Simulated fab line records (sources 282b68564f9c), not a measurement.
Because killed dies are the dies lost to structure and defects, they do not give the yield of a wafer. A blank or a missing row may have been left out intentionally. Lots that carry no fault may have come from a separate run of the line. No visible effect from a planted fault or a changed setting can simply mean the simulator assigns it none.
Check for tools in common + flow ritCmos + Sample size 13 lots and 39 wafers

REASON FOR OPENING
At RIT_M1_CD_MEAS_09 the reading cdNm is flagged on 1 of 13 lots. No-fault wafers: 2599.8 nm, standard deviation 2.1.
Rule: a lot gets a flag if all its wafers with a number sit over 4 standard deviations from that mean, or if no wafer of it has a number. The rest of the lots are taken to be sound.

| lot  | measured    | on       | cdNm (nm), wafer by wafer | flag    |
|------|-------------|----------|---------------------------|---------|
| L846 | day 3 08:51 | cdSem-02 | 2600.1 2599.3 2599.8      |         |
| L847 | day 3 13:16 | cdSem-02 | 2601.7 2599.0 2599.8      |         |
| L848 | day 3 20:22 | cdSem-02 | 2601.3 2597.5 2599.5      |         |
| L849 | day 4 02:38 | cdSem-02 | 2601.2 2599.5 2601.6      |         |
| L850 | day 4 08:20 | cdSem-02 | 2599.6 2600.9 2597.7      |         |
| L851 | day 4 09:58 | cdSem-02 | 2605.3 2604.7 2603.2      |         |
| L852 | day 4 17:59 | cdSem-02 | 2601.8 2598.5 2598.1      |         |
| L853 | day 4 23:13 | cdSem-02 | 2604.9 2605.2 2602.7      |         |
| L856 | day 5 13:27 | cdSem-01 | 2596.0 2597.6 2599.4      |         |
| L858 | day 5 22:28 | cdSem-02 | 2601.0 2598.1 2598.4      |         |
| L859 | day 6 03:46 | cdSem-01 | 2600.0 2599.7 2596.7      |         |
| L866 | day 7 16:44 | cdSem-02 | 2583.5 2582.3 2580.7      | FLAGGED |
| L869 | day 8 11:17 | cdSem-02 | 2603.1 2602.6 2600.4      |         |
The numbers of the flagged lots are 2582.2 nm on average: -17.6 nm against the usual, or -8 standard deviations.

LOT BY LOT: THE TOOL USED
Before the reading, the record contains 2 process steps out of a 202-step route. Cell contents, in order: the tool; ch with the chambers the sampled wafers went through; the start.
| lot  | flag    | RIT_SILICIDE_SPUTTER_01    | RIT_M1_EXPOSE_06                  |
|------|---------|----------------------------|-----------------------------------|
| L846 |         | pvdSputter-01, day 3 04:36 | ilineStepper-01 ch 0, day 3 08:25 |
| L847 |         | pvdSputter-04, day 3 08:49 | ilineStepper-02 ch 0, day 3 12:50 |
| L848 |         | pvdSputter-02, day 3 16:10 | ilineStepper-02 ch 0, day 3 19:56 |
| L849 |         | pvdSputter-01, day 3 22:17 | ilineStepper-01 ch 0, day 4 02:12 |
| L850 |         | pvdSputter-04, day 4 03:53 | ilineStepper-01 ch 0, day 4 07:54 |
| L851 |         | pvdSputter-01, day 4 05:53 | ilineStepper-01 ch 0, day 4 09:32 |
| L852 |         | pvdSputter-04, day 4 13:45 | ilineStepper-01 ch 0, day 4 17:33 |
| L853 |         | pvdSputter-02, day 4 18:46 | ilineStepper-02 ch 0, day 4 22:45 |
| L856 |         | pvdSputter-04, day 5 09:21 | ilineStepper-02 ch 0, day 5 13:01 |
| L858 |         | pvdSputter-04, day 5 17:44 | ilineStepper-02 ch 0, day 5 21:46 |
| L859 |         | pvdSputter-02, day 5 23:14 | ilineStepper-01 ch 0, day 6 03:05 |
| L866 | FLAGGED | pvdSputter-04, day 7 12:35 | ilineStepper-02 ch 0, day 7 16:18 |
| L869 |         | pvdSputter-04, day 8 06:56 | ilineStepper-01 ch 0, day 8 10:46 |
What is done by these steps:
- RIT_SILICIDE_SPUTTER_01: material Ti, target thk 30 nm, time 246.4 s.
- RIT_M1_EXPOSE_06: exposes mask M12, target cd 2600 nm.
- RIT_M1_CD_MEAS_09: target cd 2600 nm.

FLAGGED AGAINST TOTAL, ONE TOOL AT A TIME (gauges that did the reading follow at the end)
| step                    | tool            | lots run | flagged | share of the flagged lots | sound lots run after its first flagged lot |
|-------------------------|-----------------|----------|---------|---------------------------|--------------------------------------------|
| RIT_SILICIDE_SPUTTER_01 | pvdSputter-01   | 3        | 0       | none                      | -                                          |
| RIT_SILICIDE_SPUTTER_01 | pvdSputter-02   | 3        | 0       | none                      | -                                          |
| RIT_SILICIDE_SPUTTER_01 | pvdSputter-04   | 7        | 1       | all                       | 1 (L869)                                   |
| RIT_M1_EXPOSE_06        | ilineStepper-01 | 7        | 0       | none                      | -                                          |
| RIT_M1_EXPOSE_06        | ilineStepper-02 | 6        | 1       | all                       | 0                                          |
| RIT_M1_CD_MEAS_09       | cdSem-01        | 2        | 0       | none                      | -                                          |
| RIT_M1_CD_MEAS_09       | cdSem-02        | 11       | 1       | all                       | 1 (L869)                                   |

THE TABLE: WHAT IT ALLOWS
All flagged lots were run by 3 table rows, namely pvdSputter-04 at RIT_SILICIDE_SPUTTER_01, ilineStepper-02 at RIT_M1_EXPOSE_06, cdSem-02 at RIT_M1_CD_MEAS_09.
- pvdSputter-04 at RIT_SILICIDE_SPUTTER_01 ran 7 lots, 1 of them flagged. After the first flagged lot (L869), sound lots still ran on it; a lasting fault on the whole tool would not permit that.
- ilineStepper-02 at RIT_M1_EXPOSE_06 ran 6 lots, 1 of them flagged. Last sound lot L858 at day 5 21:46, first flagged lot L866 at day 7 16:18; a fault beginning in between fits. Its own readings lie more than 4 standard deviations out on every wafer of the flagged lots: exposureDoseMJCm2.
- cdSem-02 at RIT_M1_CD_MEAS_09 ran 11 lots, 1 of them flagged. After the first flagged lot (L869), sound lots still ran on it; a lasting fault on the whole tool would not permit that.
Just one tool remains: ilineStepper-02 at RIT_M1_EXPOSE_06.

WHAT WAS PUT IN BY THE SIMULATOR
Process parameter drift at RIT_M1_EXPOSE_06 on ilineStepper-02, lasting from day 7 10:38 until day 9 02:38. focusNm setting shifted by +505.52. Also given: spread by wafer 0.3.
Shown lots that were struck: L866. Same finding as the rule above.
